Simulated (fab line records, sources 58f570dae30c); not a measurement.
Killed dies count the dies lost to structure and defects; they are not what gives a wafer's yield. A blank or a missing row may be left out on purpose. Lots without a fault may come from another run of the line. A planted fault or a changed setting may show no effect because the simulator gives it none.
Which tool did it? + flow berkeley cmos170 + Sampling: 10 lots, 30 wafers, 5 of 331 route steps

WHAT THE GAUGES READ, wafer by wafer
UCB170_PSD_CD_MEAS_06: target cd 1200 nm. Usual: cd nm 1200.1 nm, standard deviation 1.4.
| lot  | measured     | on        | cd nm (nm)           | flag |
|------|--------------|-----------|----------------------|------|
| L356 | day 7 23:00  | cd sem-02 | 1200.9 1200.5 1200.6 |      |
| L355 | day 7 23:22  | cd sem-02 | 1200.2 1200.1 1200.1 |      |
| L357 | day 8 17:15  | cd sem-02 | 1200.0 1200.9 1201.9 |      |
| L359 | day 8 17:39  | cd sem-02 | 1199.3 1199.7 1199.7 |      |
| L360 | day 8 17:44  | cd sem-02 | 1198.7 1199.3 1200.2 |      |
| L358 | day 8 17:58  | cd sem-02 | 1200.4 1199.3 1200.2 |      |
| L368 | day 10 00:59 | cd sem-02 | 1202.6 1201.8 1201.1 |      |
| L367 | day 10 01:17 | cd sem-01 | 1200.1 1199.7 1199.4 |      |
| L374 | day 12 00:23 | cd sem-02 | 1201.0 1200.7 1200.8 |      |
| L375 | day 12 00:53 | cd sem-01 | 1201.5 1201.5 1202.7 |      |

UCB170_NSD_OVL_MEAS_07. Usual: for NSD_OVL the level is 1 nm and the standard deviation is 5.5.
| lot  | measured     | on         | NSD_OVL (nm) | flag |
|------|--------------|------------|--------------|------|
| L356 | day 8 04:28  | overlay-01 | 3 6 6        |      |
| L355 | day 8 04:49  | overlay-02 | -2 1 2       |      |
| L357 | day 8 20:01  | overlay-02 | -4 -4 1      |      |
| L359 | day 8 20:29  | overlay-01 | 12 11 8      |      |
| L360 | day 8 21:11  | overlay-02 | -3 3 7       |      |
| L358 | day 8 21:33  | overlay-02 | -1 5 0       |      |
| L368 | day 10 04:14 | overlay-01 | 7 8 8        |      |
| L367 | day 10 04:23 | overlay-02 | 0 -4 1       |      |
| L374 | day 12 02:31 | overlay-02 | 1 -5 -2      |      |
| L375 | day 12 03:01 | overlay-02 | -6 -2 -7     |      |

UCB170_SDANNEAL_RS_MEAS_05: uses a four-point probe to measure. Usual: for NLDD_RS the level is 616.1 ohm/sq and the standard deviation is 1.6.
| lot  | measured     | on            | NLDD_RS (ohm/sq)  | flag |
|------|--------------|---------------|-------------------|------|
| L356 | day 8 06:38  | film metro-03 | 616.8 616.7 617.1 |      |
| L355 | day 8 07:08  | film metro-03 | 617.8 618.0 617.8 |      |
| L357 | day 8 22:44  | film metro-02 | 616.2 616.7 615.0 |      |
| L359 | day 8 23:03  | film metro-01 | 616.4 615.6 616.3 |      |
| L360 | day 8 23:39  | film metro-03 | 615.4 616.6 617.1 |      |
| L358 | day 9 00:07  | film metro-02 | 615.3 615.0 616.5 |      |
| L368 | day 10 06:22 | film metro-02 | 614.1 611.9 613.5 |      |
| L367 | day 10 06:46 | film metro-01 | 616.6 616.7 614.6 |      |
| L374 | day 12 04:31 | film metro-03 | 618.2 618.1 615.7 |      |
| L375 | day 12 05:03 | film metro-02 | 615.6 615.2 613.9 |      |

UCB170_CONTACT_THK_MEAS_02. Usual: for CONTACT_PSG_THK the level is 703 nm and the standard deviation is 5.7.
| lot  | measured     | on            | CONTACT_PSG_THK (nm) | flag |
|------|--------------|---------------|----------------------|------|
| L356 | day 8 10:26  | film metro-02 | 702 699 705          |      |
| L355 | day 8 10:25  | film metro-04 | 704 703 700          |      |
| L357 | day 9 02:01  | film metro-04 | 710 711 708          |      |
| L359 | day 9 02:02  | film metro-03 | 702 704 708          |      |
| L360 | day 9 02:41  | film metro-02 | 697 698 703          |      |
| L358 | day 9 02:41  | film metro-04 | 695 698 701          |      |
| L368 | day 10 10:31 | film metro-02 | 623 620 617          | OFF  |
| L367 | day 10 10:30 | film metro-03 | 632 637 633          | OFF  |
| L374 | day 12 07:05 | film metro-03 | 707 712 708          |      |
| L375 | day 12 08:53 | film metro-03 | 710 701 702          |      |

EACH LOT AND THE TOOL THAT RAN IT (in order: tool; ch and the chambers of the sampled wafers; start)
| lot  | UCB170_CONTACT_CVD_01       |
|------|-----------------------------|
| L356 | lpcvd-02 ch 1, day 8 08:37  |
| L355 | lpcvd-02 ch 0, day 8 08:37  |
| L357 | lpcvd-01 ch 0, day 9 00:13  |
| L359 | lpcvd-01 ch 0, day 9 00:13  |
| L360 | lpcvd-02 ch 1, day 9 00:54  |
| L358 | lpcvd-02 ch 1, day 9 00:54  |
| L368 | lpcvd-01 ch 1, day 10 08:43 |
| L367 | lpcvd-01 ch 0, day 10 08:43 |
| L374 | lpcvd-02 ch 0, day 12 05:18 |
| L375 | lpcvd-02 ch 0, day 12 07:05 |
- UCB170_CONTACT_CVD_01: deposits PSG from SiH4/O2/PH3, target thk 700 nm, time 2820 s.

WHAT THE TOOLS THEMSELVES READ (means of the sampled wafers that have a number; where no wafer has one, the mark that the record gives instead)
UCB170_CONTACT_CVD_01. Usual: o2 flow sccm 90.0 sccm, standard deviation 0.3; ph3 flow sccm 25.00 sccm, standard deviation 0.077.
| lot  | tool     | o2 flow sccm (sccm) | ph3 flow sccm (sccm) | flag |
|------|----------|---------------------|----------------------|------|
| L356 | lpcvd-02 | 90.0                | 25.04                |      |
| L355 | lpcvd-02 | 90.5                | 25.08                |      |
| L357 | lpcvd-01 | 90.3                | 24.86                |      |
| L359 | lpcvd-01 | 90.1                | 25.03                |      |
| L360 | lpcvd-02 | 90.1                | 24.99                |      |
| L358 | lpcvd-02 | 89.9                | 24.96                |      |
| L368 | lpcvd-01 | 71.7                | 24.91                | OFF  |
| L367 | lpcvd-01 | 72.3                | 25.00                | OFF  |
| L374 | lpcvd-02 | 89.6                | 24.92                |      |
| L375 | lpcvd-02 | 89.8                | 25.07                |      |

THE ANSWER, worked out from the rows above alone
Rule: a lot is off if the mean of its wafers that have a number lies more than 3 standard deviations from the usual mean. Also off: a lot with no number at a reading for which 4 or more lots have one. Where the step has rows for the other lots, those lots are counted as sound. Order of review: gauges by route order, followed by the tools' own readings, for which a lot's mean as printed above is used. At the first step where some lot is off, the reading lying furthest off is the one used; lots without a number count as furthest.
Off: at UCB170_CONTACT_THK_MEAS_02 (CONTACT_PSG_THK), L368, L367.
If a tool, at a process step before that reading, ran all the lots that are off and no sound lot after the first of them, it fits. Not tried: the gauges at UCB170_CONTACT_THK_MEAS_02; whatever is off there is also off at UCB170_CONTACT_CVD_01, on other tools, and gauge error can't account for it. One candidate fits, namely lpcvd-01 at UCB170_CONTACT_CVD_01. Its last sound lot is L357 (day 9 00:13), its first lot that is off L367 (day 10 08:43): a fault that began between those two fits.
The tool's own readings at UCB170_CONTACT_CVD_01 bear it out: on the lots that are off they differ by more than 5 times the standard deviation of the sound lots' means. o2 flow sccm reads 72.0 sccm there against 90.0 sccm on the sound lots.

WHAT THE SIMULATOR HAD PUT IN
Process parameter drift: lpcvd-01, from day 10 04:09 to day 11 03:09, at UCB170_CONTACT_CVD_01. Setting o2 flow sccm shifted by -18 from 90.
Struck lots among those shown: L368, L367. Same finding as the rule above.
